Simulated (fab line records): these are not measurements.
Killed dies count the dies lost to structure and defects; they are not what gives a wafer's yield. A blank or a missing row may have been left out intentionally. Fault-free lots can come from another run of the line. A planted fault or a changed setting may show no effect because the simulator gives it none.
A struck lot beside a sound one || flow ritCmos || 36 out of 202 route steps
Sound: wafers L876.1, L876.5, L876.6. Struck: wafer L898.2 (left out: L898.3, L898.5 of the same lot, which were not struck); the cause appears at the end.
At each step with rows: each side's tool, then ch and its chambers, then its first start. Under that, the readings that differ: sound wafers || struck wafers || difference of the means || sigmas: that difference in standard deviations of wafers without a fault.
alike: readings whose means differ by less than 2 such deviations, and words and numbers that are the same on both sides. not compared: withheld readings, readings that some wafer has no value for, bounds like >300 that may hide the same value, and numbers for which the record gives no deviation and whose values overlap.
The two part at a step that has a row with sigmas, a row that says differs or no value, or rows on one side only. When numbers do not overlap yet have no deviation, they are printed without sigmas and do not part them. Lack of a reading on every wafer of one side parts them only where that side has two or more wafers.

first, 1 step without rows for these wafers: RIT_SILICIDE_RTA_06 (time 10 s, ramp up 5 s, ramp down 10 s).
RIT_CONTACT_CVD_00: deposits SiO2 from TEOS, target thk 400 nm, time 61 s.
  sound on pecvd-02 ch 0,1,2, day 3 09:07; struck on pecvd-03 ch 1, day 8 14:12
  alike: heaterPowerW
RIT_CONTACT_THK_MEAS_01:
  struck on filmMetro-04, day 8 14:16; sound on filmMetro-03, day 3 09:10
  alike: CONTACT_TEOS_THK
then, 6 steps without rows for these wafers: RIT_CONTACT_HMDS_02 (prime time 60 s); RIT_CONTACT_COAT_03 (resist thk 1000 nm); RIT_CONTACT_SOFTBAKE_04 (time 60 s); RIT_CONTACT_EXPOSE_05 (exposes mask M11, target cd 1000 nm); RIT_CONTACT_PEB_06; RIT_CONTACT_DEVELOP_07 (develop time 120 s).
RIT_CONTACT_CD_MEAS_08 targets a cd of 1000 nm.
  struck on cdSem-01, day 8 15:25; sound on cdSem-01, day 3 10:23
  alike: cdNm
RIT_CONTACT_OVL_MEAS_09:
  struck on overlay-01, day 8 15:32; sound on overlay-02, day 3 10:31
  alike: CONTACT_OVL
then, 1 step without rows for these wafers: RIT_CONTACT_HARDBAKE_10 (time 60 s).
RIT_CONTACT_ETCH_11: etches SiO2 in CHF3/CF4/Ar, stops on TiSi2, target depth 480 nm, time 320 s.
  sound on rieDiel-03 ch 0,3, day 3 10:42; struck on rieDiel-03 ch 1, day 8 15:43
{"reading": "throttleValvePct (%)", "sound": "8.94 8.93 8.79", "struck": 8.61, "difference": -0.28, "sigmas": -3}
  alike: drypumpMotorCurrentA, oesProductAu
  not compared: rfHoursCounterH
RIT_CONTACT_STRIP_12: strips in O2, time 180 s.
  sound on plasmaAsher-02 ch 0,1, day 3 10:53; struck on plasmaAsher-04 ch 0, day 8 15:54
  alike: drypumpMotorCurrentA
  not compared: rfHoursCounterH
RIT_CONTACT_CD_MEAS_90 targets a cd of 1000 nm.
  struck on cdSem-02, day 8 16:06; sound on cdSem-01, day 3 11:04
  alike: cdNm
then, 2 steps without rows for these wafers: RIT_CONTACT_CLEAN_13 (cleans in SC1, time 600 s); RIT_CONTACT_CLEAN_14 (cleans in SC2, time 600 s).
RIT_M1_SPUTTER_00: material Al, target thk 400 nm, time 500 s.
  struck on pvdSputter-01, day 8 16:33; sound on pvdSputter-01, day 3 11:32
{"reading": "throttleValvePct (%)", "sound": "30.3 30.2 31.3", "struck": 28.1, "difference": -2.5, "sigmas": -3}
RIT_M1_RS_MEAS_01: measurement is done with a four-point probe.
  struck on filmMetro-02, day 8 16:52; sound on filmMetro-04, day 3 11:50
  alike: M1_AL_RS
RIT_M1_THK_MEAS_02: measures by xrf.
  struck on filmMetro-02, day 8 16:58; sound on filmMetro-04, day 3 11:57
  alike: M1_AL_THK
then, 6 steps without rows for these wafers: RIT_M1_HMDS_03 (prime time 60 s); RIT_M1_COAT_04 (resist thk 1310 nm); RIT_M1_SOFTBAKE_05 (time 60 s); RIT_M1_EXPOSE_06 (exposes mask M12, target cd 2600 nm); RIT_M1_PEB_07; RIT_M1_DEVELOP_08 (develop time 70.86 s).
RIT_M1_CD_MEAS_09 targets a cd of 2600 nm.
  struck on cdSem-01, day 8 18:03; sound on cdSem-01, day 3 12:53
  alike: cdNm
RIT_M1_OVL_MEAS_10:
  struck on overlay-02, day 8 18:10; sound on overlay-02, day 3 13:01
  alike: M1_OVL
then, 1 step without rows for these wafers: RIT_M1_HARDBAKE_11 (time 120 s).
RIT_M1_METAL_ETCH_12: etches Al in Cl2/BCl3, stops on SiO2, time 165 s, target depth 600 nm.
  sound on rieMetal-01 ch 0,1, day 3 13:18; struck on rieMetal-03 ch 0, day 8 18:26
{"reading": "drypumpMotorCurrentA (A)", "sound": "6.7 6.6 5.8", "struck": 5.3, "difference": -1.1, "sigmas": -2}
{"reading": "throttleValvePct (%)", "sound": "8.15 8.14 8.04", "struck": 8.36, "difference": "+0.25", "sigmas": "+2"}
  alike: bcl3FlowSccm, oesProductAu
  not compared: rfHoursCounterH
then, 1 step without rows for these wafers: RIT_M1_STRIP_13 (strips in nmp, time 600 s).
RIT_M1_STRIP_14: strips in O2, time 180 s.
  sound on plasmaAsher-04 ch 0,1, day 3 13:38; struck on plasmaAsher-04 ch 1, day 8 18:46
  alike: drypumpMotorCurrentA
  not compared: rfHoursCounterH
RIT_M1_CD_MEAS_90 targets a cd of 2600 nm.
  struck on cdSem-02, day 8 18:58; sound on cdSem-01, day 3 13:49
  alike: cdNm
then, 1 step without rows for these wafers: RIT_M1_ANNEAL_15 (time 1800 s).
RIT_M1_BOW_MEAS_16:
  struck on filmMetro-01, day 8 20:35; sound on filmMetro-01, day 3 15:26
  alike: M1_BOW
RIT_M1_PROBE_99:
  struck on prober-02, day 8 20:44; sound on prober-02, day 3 15:33
{"reading": "hold", "sound": "- - -", "struck": "awaitDispo/5.6h/release", "difference": "no value on the sound wafers", "sigmas": ""}
{"reading": "killedAtContacts", "sound": "0 0 0", "struck": 29, "difference": "+29", "sigmas": "+99 or more"}
{"reading": "killedDies", "sound": "4 7 10", "struck": 33, "difference": "+26", "sigmas": "+9"}
{"reading": "killedOnRim", "sound": "0 0 2", "struck": 9, "difference": "+8", "sigmas": "+6"}
  alike: killedAtFrontEnd, killedOpen, killedShort

WHERE THEY PART
Last at RIT_M1_PROBE_99 as far as this record goes, first at RIT_CONTACT_ETCH_11.

WHY: the cause the simulator had injected
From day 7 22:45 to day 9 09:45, rieDiel-03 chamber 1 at RIT_CONTACT_ETCH_11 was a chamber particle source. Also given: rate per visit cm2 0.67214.
